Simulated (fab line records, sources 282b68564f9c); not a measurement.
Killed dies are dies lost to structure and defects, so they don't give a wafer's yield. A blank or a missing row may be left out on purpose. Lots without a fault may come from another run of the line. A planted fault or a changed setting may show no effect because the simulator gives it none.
A struck lot beside a sound one | flow rit_cmos | 22 steps out of a route of 202
Sound: wafers L723.1, L723.3, L723.5. Struck: wafers L734.1, L734.3, L734.4. The cause comes at the end.
At each step with rows: each side's tool, then ch and its chambers, then its first start. Under that, the readings that differ: sound wafers | struck wafers | difference of the means | sigmas: that difference in standard deviations of wafers without a fault.
alike: readings whose means differ by less than 2 such deviations, and words and numbers that are the same on both sides. not compared: withheld readings, readings that some wafer has no value for, bounds like >300 that may hide the same value, and numbers for which the record gives no deviation and whose values overlap.
The two part at a step that has a row with sigmas, a row that says differs or no value, or rows on one side only. Numbers that don't overlap but have no deviation are shown without sigmas and don't part them. A reading that every wafer of one side lacks parts them only if that side has two wafers or more.

first, 2 steps without rows for these wafers: RIT_NSD_HARDBAKE_07 (time 60 s); RIT_NSD_IMPLANT_08.
RIT_NSD_STRIP_09: strips in O2, time 180 s.
  sound on plasma_asher-02 ch 0,1, day 4 06:53; struck on plasma_asher-04 ch 0,1, day 6 22:32
  alike: drypump_motor_current_A
  not compared: rf_hours_counter_h
RIT_NSD_TW_MEAS_10:
  sound on film_metro-03, day 4 07:04; struck on film_metro-01, day 6 22:42
  alike: NSD_TW
then, 6 steps without rows for these wafers: RIT_PSD_HMDS_00 (prime time 60 s); RIT_PSD_COAT_01 (resist thk 1000 nm); RIT_PSD_SOFTBAKE_02 (time 60 s); RIT_PSD_EXPOSE_03 (exposes mask M10, target cd 40900 nm); RIT_PSD_PEB_04; RIT_PSD_DEVELOP_05 (develop time 50 s).
RIT_PSD_OVL_MEAS_06:
  sound on overlay-02, day 4 08:02; struck on overlay-02, day 6 23:37
  alike: PSD_OVL
then, 1 step without rows for these wafers: RIT_PSD_HARDBAKE_07 (time 60 s).
RIT_PSD_IMPLANT_08:
  sound on implanter-02 ch 0, day 4 08:13; struck on implanter-04 ch 0, day 6 23:48
  reading         | sound                         | struck                       | difference | sigmas
  beam_energy_keV | 27.004 27.009 27.010          | 26.992 26.989 26.986         | -0.019     | -2
  beam_on_s (s)   | 13.3 13.6 13.5                | 21.3 22.4 21.8               | +8.4       | +7
  dose_ions_cm2   | 5.001e+15 5.003e+15 5.005e+15 | 6.747e+15 6.745e+15 6.75e+15 | +1.744e+15 | +99 or more
RIT_PSD_STRIP_09: strips in O2, time 180 s.
  sound on plasma_asher-01 ch 0,1, day 4 08:22; struck on plasma_asher-03 ch 0,1, day 6 23:57
  alike: drypump_motor_current_A
  not compared: rf_hours_counter_h
RIT_PSD_TW_MEAS_10:
  sound on film_metro-02, day 4 08:33; struck on film_metro-02, day 7 00:07
  reading | sound          | struck         | difference | sigmas
  PSD_TW  | 3443 3447 3444 | 3555 3540 3544 | +102       | +5
then, 3 steps without rows for these wafers: RIT_SDANNEAL_CLEAN_00 (cleans in SC1, time 600 s); RIT_SDANNEAL_CLEAN_01 (cleans in dHF, time 30 s); RIT_SDANNEAL_CLEAN_02 (cleans in SC2, time 600 s).
RIT_SDANNEAL_RTA_03: time 5 s.
  sound on rtp_anneal-01 ch 0, day 4 08:59; struck on rtp_anneal-02 ch 0, day 7 00:33
  alike: wafer_temp_C_max
RIT_SDANNEAL_RS_MEAS_04: measures by four-point-probe.
  sound on film_metro-03, day 4 09:02; struck on film_metro-01, day 7 00:40
  reading         | sound             | struck            | difference | sigmas
  PSD_RS (ohm/sq) | 115.3 115.5 115.5 | 112.3 112.5 112.7 | -2.9       | -9
RIT_SDANNEAL_RS_MEAS_05: measures by four-point-probe.
  sound on film_metro-03, day 4 09:09; struck on film_metro-01, day 7 00:47
  alike: NSD_RS
RIT_M1_PROBE_99:
  sound on prober-02, day 4 16:34; struck on prober-01, day 7 08:12
  reading                                | sound                   | struck                  | difference | sigmas
  model.etest.contact_pplus.end_ohm_um   | 43.06 41.68 43.73       | 38.18 38.65 38.89       | -4.25      |
  model.etest.pmos_narrow.off_log10_a_um | -12.41 -12.56 -12.53    | -12.65 -12.64 -12.79    | -0.19      |
  model.etest.vpnp.gain                  | 1.065 1.067 1.075       | 1.154 1.114 1.153       | +0.071     |
  model.etest.pmos_0p15.vt_v (V)         | -0.3817 -0.3726 -0.3851 | -0.3855 -0.3895 -0.3893 | -0.0083    |
  alike: killed_at_contacts, killed_at_front_end, killed_dies, killed_open, killed_short
  not compared: model.etest.pmos_0p3.off_log10_a_um, model.etest.pmos_0p15.vt_long_v, model.etest.pmos_0p3.vt_sat_v, model.etest.pmos_0p3.vt_v

WHERE THEY PART
First at RIT_PSD_IMPLANT_08; last, within this record, at RIT_SDANNEAL_RS_MEAS_04. Later steps at which nothing parts them and some readings are alike: RIT_SDANNEAL_RS_MEAS_05, RIT_M1_PROBE_99.

WHY: what the simulator had put in
Process parameter drift: implanter-04, from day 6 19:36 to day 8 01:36, at RIT_PSD_IMPLANT_08. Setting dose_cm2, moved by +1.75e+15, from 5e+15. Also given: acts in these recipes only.
